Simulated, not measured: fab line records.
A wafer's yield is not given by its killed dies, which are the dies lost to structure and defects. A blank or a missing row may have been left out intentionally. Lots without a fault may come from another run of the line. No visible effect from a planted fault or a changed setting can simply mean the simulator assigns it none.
Commonality check across tools    flow berkeley_cmos170    Lots sampled 14, wafers sampled 42

WHY IT WAS OPENED
2 of 14 lots carry a flag on the reading PLDD_RS at UCB170_SDANNEAL_RS_MEAS_04. Fault-free wafers read 1032.4 ohm/sq, with a standard deviation of 2.5.
Rule: a lot gets a flag if all its wafers with a number sit over 4 standard deviations from that mean, or if no wafer of it has a number. All remaining lots are regarded as sound.

lot   measured      on             PLDD_RS (ohm/sq), wafer by wafer  flag
L808  day 6 21:58   film_metro-01  1036.2 1031.2 1031.0              
L807  day 6 22:12   film_metro-04  1030.4 1027.1 1030.2              
L809  day 7 09:13   film_metro-01  1034.8 1033.7 1031.6              
L810  day 7 21:30   film_metro-02  1033.2 1031.3 1031.0              
L811  day 7 21:39   film_metro-01  1029.4 1030.0 1031.6              
L815  day 9 06:56   film_metro-02  1032.2 1030.7 1030.8              
L818  day 9 07:39   film_metro-04  1030.2 1033.4 1028.3              
L817  day 9 12:18   film_metro-02  1032.4 1031.8 1032.0              
L819  day 9 20:24   film_metro-02  1095.9 1098.7 1096.7              FLAGGED
L820  day 9 21:01   film_metro-01  1090.6 1095.9 1089.5              FLAGGED
L821  day 10 05:31  film_metro-02  1035.6 1034.2 1032.9              
L822  day 10 05:44  film_metro-04  1034.3 1034.4 1032.0              
L828  day 11 13:38  film_metro-02  1027.2 1030.0 1031.6              
L829  day 11 13:53  film_metro-04  1029.8 1028.6 1030.4              
The numbers of the flagged lots are 1094.5 ohm/sq on average: +62.1 ohm/sq against the usual, or +25 standard deviations.

WHICH TOOL RAN EACH LOT
The record keeps 1 process step preceding the reading, out of 331 steps on the route. Read each cell as the tool, then ch plus the chambers that the sampled wafers visited, then the start.
lot   flag     UCB170_SPACER_ANNEAL_02
L808           furnace-04 ch 0, day 6 12:05
L807           furnace-04 ch 0, day 6 12:05
L809           furnace-01 ch 0, day 7 02:41
L810           furnace-04 ch 0, day 7 15:23
L811           furnace-04 ch 0, day 7 15:23
L815           furnace-03 ch 0, day 9 00:41
L818           furnace-03 ch 0, day 9 00:41
L817           furnace-04 ch 0, day 9 05:06
L819  FLAGGED  furnace-03 ch 0, day 9 14:29
L820  FLAGGED  furnace-03 ch 0, day 9 14:29
L821           furnace-04 ch 0, day 9 22:17
L822           furnace-04 ch 0, day 9 22:17
L828           furnace-01 ch 0, day 11 06:39
L829           furnace-01 ch 0, day 11 06:39
What is done by these steps:
- UCB170_SPACER_ANNEAL_02: time 1800 s.
- UCB170_SDANNEAL_RS_MEAS_04: measures by four-point-probe.

FLAGGED AGAINST TOTAL, ONE TOOL AT A TIME (gauges that did the reading follow at the end)
step                        tool           lots run  flagged  share of the flagged lots  sound lots run after its first flagged lot
UCB170_SPACER_ANNEAL_02     furnace-01     3         0        none                       -
UCB170_SPACER_ANNEAL_02     furnace-03     4         2        all                        0
UCB170_SPACER_ANNEAL_02     furnace-04     7         0        none                       -
UCB170_SDANNEAL_RS_MEAS_04  film_metro-01  4         1        some                       0
UCB170_SDANNEAL_RS_MEAS_04  film_metro-02  6         1        some                       2 (L821,L828)
UCB170_SDANNEAL_RS_MEAS_04  film_metro-04  4         0        none                       -

WHAT IS ALLOWED BY THE TABLE
1 row of the table ran every flagged lot: furnace-03 at UCB170_SPACER_ANNEAL_02.
- furnace-03 at UCB170_SPACER_ANNEAL_02 ran 4 lots, 2 of them flagged. Last sound lot L815 at day 9 00:41, first flagged lot L819 at day 9 14:29; a fault beginning in between fits.
What remains is a single tool, furnace-03 at UCB170_SPACER_ANNEAL_02.

WHAT THE SIMULATOR HAD INSERTED
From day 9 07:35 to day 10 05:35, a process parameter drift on furnace-03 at UCB170_SPACER_ANNEAL_02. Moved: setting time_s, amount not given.
Shown lots that were struck: L819, L820. The rule given above showed the same thing.
